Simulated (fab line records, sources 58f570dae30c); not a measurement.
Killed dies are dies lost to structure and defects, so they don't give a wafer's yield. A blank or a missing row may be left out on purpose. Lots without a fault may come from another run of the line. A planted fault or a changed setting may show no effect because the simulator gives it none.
One fault seen from 2 desks | flow berkeley_cmos170 | each desk has only its own numbers; what lay behind them comes last

THE TOOL OWNER'S DESK: litho_track-04
The tool's own readings at UCB170_NWELL_PEB_10: means of the sampled wafers that have a number, for each lot that ran on this tool. A lot is out of limits, marked OUT, if its mean lies more than 4 standard deviations from the usual mean; the brackets give that distance.
Columns: A = chill_plate_temp_C at UCB170_NWELL_PEB_10, usual 23.00 C; B = exhaust_pa at UCB170_NWELL_PEB_10, usual 44.8 Pa
lot  | first seen here | A     | B
L507 | day 3 03:52     | 22.91 | 44.7
L508 | day 3 07:16     | 23.02 | 45.4
L518 | day 5 06:17     | 23.03 | 44.2
L523 | day 6 12:17     | 23.00 | 44.2
L526 | day 7 04:19     | 22.93 | 44.9
This desk's finding: nothing out of limits on any of the 5 lots.

THE METROLOGY DESK
What the gauges read, lot by lot, whatever tool the lot ran on: means of the sampled wafers that have a number. A lot is out of limits, marked OUT, if its mean lies more than 4 standard deviations from the usual mean; the brackets give that distance.
Columns: A = PWELL_OXIDE_THK at UCB170_PWELL_THK_MEAS_03, usual 26.8 nm; B = cd_nm at UCB170_CONTACT_CD_MEAS_90, usual 700.1 nm; C = V2_BOW at UCB170_V2_BOW_MEAS_03, usual 35 um
lot  | first seen here | A    | B     | C
L505 | day 3 04:11     | 26.8 | 700.9 | 30
L506 | day 3 14:41     | 26.8 | 700.4 | 42
L507 | day 3 14:41     | 26.5 | 701.2 | 33
L508 | day 3 22:34     | 27.1 | 699.9 | 32
L511 | day 4 13:10     | 27.1 | 697.3 | 37
L512 | day 4 13:10     | 26.8 | 699.7 | 37
L510 | day 4 13:14     | 26.9 | 699.0 | 42
L518 | day 5 13:58     | 26.5 | 701.6 | 31
L514 | day 5 13:58     | 27.2 | 698.8 | 37
L523 | day 7 00:07     | 27.0 | 703.0 | 31
L526 | day 7 19:33     | 26.3 | 699.3 | 41
L527 | day 7 19:34     | 26.9 | 700.8 | 27
This desk's finding: nothing out of limits on any of the 12 lots.

PUT TOGETHER
The tool owner's desk saw nothing out of limits.
The metrology desk saw nothing out of limits.

WHAT THE SIMULATOR HAD PUT IN
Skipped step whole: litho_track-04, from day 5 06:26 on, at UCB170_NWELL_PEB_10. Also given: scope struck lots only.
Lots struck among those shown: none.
